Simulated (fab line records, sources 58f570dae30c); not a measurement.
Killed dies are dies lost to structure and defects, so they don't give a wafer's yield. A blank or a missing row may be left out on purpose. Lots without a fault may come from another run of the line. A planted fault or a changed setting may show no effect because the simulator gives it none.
Which tool did it? | flow berkeley_cmos170 | 7 lots, 21 wafers sampled, at 1 step of a route of 331

WHAT THE GAUGES READ, wafer by wafer
UCB170_NLDD_TW_MEAS_11.
lot  | measured     | on            | NLDD_TW
L620 | day 7 10:16  | film_metro-01 | 2192 2190 2191
L623 | day 8 00:11  | film_metro-04 | 2263 2268 2272
L625 | day 8 16:23  | film_metro-03 | 2215 2222 2228
L627 | day 9 02:47  | film_metro-01 | 2192 2189 2187
L630 | day 9 15:17  | film_metro-01 | 2184 2176 2172
L637 | day 11 01:44 | film_metro-04 | 2255 2273 2262
L639 | day 11 04:50 | film_metro-01 | 2189 2195 2185

WHICH TOOL RAN EACH LOT (tool, then ch and the chambers of the sampled wafers, then the start)
The record holds no process step before these readings.

THE ANSWER, worked out from the rows above alone
Rule: what is usual is taken from the lots themselves. Put in order of their means at a reading, lots are off if they are a third of the lots or fewer, leave a main group of 4 or more, and stand apart from it by a gap of 3 or more times the standard deviation of the main group's means; of several such gaps the widest counts. A main group whose means are all the same, to the digits that the tables above print for the reading, isn't used. A lot without any number at a reading at which 4 lots or more have one is off too. The other lots that the step has rows for count as sound.
No lot is off at any reading shown: from this, nothing can be told.

WHAT THE SIMULATOR HAD PUT IN
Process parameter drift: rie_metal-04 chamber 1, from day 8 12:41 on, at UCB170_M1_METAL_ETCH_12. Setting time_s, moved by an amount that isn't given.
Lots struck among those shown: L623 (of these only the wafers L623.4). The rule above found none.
